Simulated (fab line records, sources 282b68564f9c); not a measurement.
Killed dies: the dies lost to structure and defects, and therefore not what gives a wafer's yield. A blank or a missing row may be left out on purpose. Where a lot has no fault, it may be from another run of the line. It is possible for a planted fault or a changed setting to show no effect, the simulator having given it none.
Split-lot experiment ; flow rit cmos ; route with 202 steps; 5 lots, 23 wafers read

== THE SPLIT ==
At RIT_ACTIVE_CVD_03 (deposits Si3N4 from SiH2Cl2/NH3, target thk 150 nm, time 1500 s), the setting nh3 flow sccm was moved away from the recipe's 150 sccm on 20 of the 23 wafers read, by -6.3% to +12.6%. This setting was run at the recipe's value on the other wafers.

== FROM THE SPLIT TO THE READING: what the file shows between them, 5 steps ==
- RIT_ACTIVE_ETCH_13: etches Si3N4 in SF6, stops on SiO2, time 210 s, target depth 210 nm (also split here: rf w)
- RIT_ACTIVE_STRIP_14: strips in O2, time 180 s
- RIT_ACTIVE_CLEAN_16: cleans in dHF, time 30 s
- RIT_ACTIVE_CLEAN_17: cleans in SC2, time 600 s
- RIT_FOX1_OXIDATION_00: target thk 350.7 nm, ox time 1130 s

== THE READING ==
Si3N4_of_ACTIVE_CVD_03.thk nm (the simulator's own value, which no gauge read), in nm, at RIT_FOX1_WET_ETCH_02 (etches SiO2 in BOE, target depth 350 nm, time 390 s). The file does not state a usual value for it. Average 135.3 nm, standard deviation 0.9 nm, over the 3 wafers here run with the recipe.

wafer;tool, chamber at the split;nh3 flow sccm as run, sccm;against the recipe;Si3N4_of_ACTIVE_CVD_03.thk nm, nm;against lot-mates on the recipe
L074.2;-, -;140.6;-6.3%;138.8;no lot-mate on the recipe
L074.3;-, -;140.6;-6.3%;136.5;no lot-mate on the recipe
L074.4;-, -;140.6;-6.3%;137;no lot-mate on the recipe
L074.5;-, -;140.6;-6.3%;137;no lot-mate on the recipe
L074.6;-, -;140.6;-6.3%;137.2;no lot-mate on the recipe
L076.1;-, -;168.7;+12.5%;156.8;no lot-mate on the recipe
L076.2;-, -;168.7;+12.5%;156.8;no lot-mate on the recipe
L076.6;-, -;168.7;+12.5%;156.8;no lot-mate on the recipe
L076.3;-, -;168.7;+12.5%;157.5;no lot-mate on the recipe
L076.4;-, -;168.7;+12.5%;156.2;no lot-mate on the recipe
L077.1;-, -;159.2;+6.1%;150.5;no lot-mate on the recipe
L077.2;-, -;159.2;+6.1%;150.2;no lot-mate on the recipe
L077.3;-, -;159.2;+6.1%;149.2;no lot-mate on the recipe
L077.5;-, -;159.2;+6.1%;150.8;no lot-mate on the recipe
L077.6;-, -;159.2;+6.1%;149.8;no lot-mate on the recipe
L082.2;-, -;168.9;+12.6%;156.7;no lot-mate on the recipe
L082.3;-, -;168.9;+12.6%;158.1;no lot-mate on the recipe
L082.4;-, -;168.9;+12.6%;157.2;no lot-mate on the recipe
L082.6;-, -;168.9;+12.6%;157.2;no lot-mate on the recipe
L082.5;-, -;168.9;+12.6%;157.8;no lot-mate on the recipe
L083.1;lpcvd-01, 0;150;recipe;135.9;-
L083.4;lpcvd-01, 0;150;recipe;135.9;-
L083.3;lpcvd-01, 0;150;recipe;134;-

FIT RESULTS
A straight line over all 23 wafers: Si3N4_of_ACTIVE_CVD_03.thk nm changes by +1.16 nm for each +1% of nh3 flow sccm; r = +0.95; the points scatter about the line by 3 nm.
Too few moved wafers have a lot-mate on the recipe to fit a line with each lot's own level taken away.

== THE WHOLE CHAIN: every reading that the file lists as answering this split, in the file's order ==
step;what it does;reading;change (the file's fit);r (the file's)
RIT_FOX1_OXIDATION_00;target thk 350.7 nm, ox time 1130 s;Si3N4_of_ACTIVE_CVD_03.thk nm (the simulator's own value, which no gauge read);+1.1 nm for each +1% of the setting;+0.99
RIT_FOX1_WET_ETCH_02;etches SiO2 in BOE, target depth 350 nm, time 390 s;Si3N4_of_ACTIVE_CVD_03.thk nm (the simulator's own value, which no gauge read);+1.16 nm for each +1% of the setting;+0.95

== FILE'S OWN FIT ==
Si3N4_of_ACTIVE_CVD_03.thk nm changes by +1.16 nm for each +1% of nh3 flow sccm, r = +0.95.
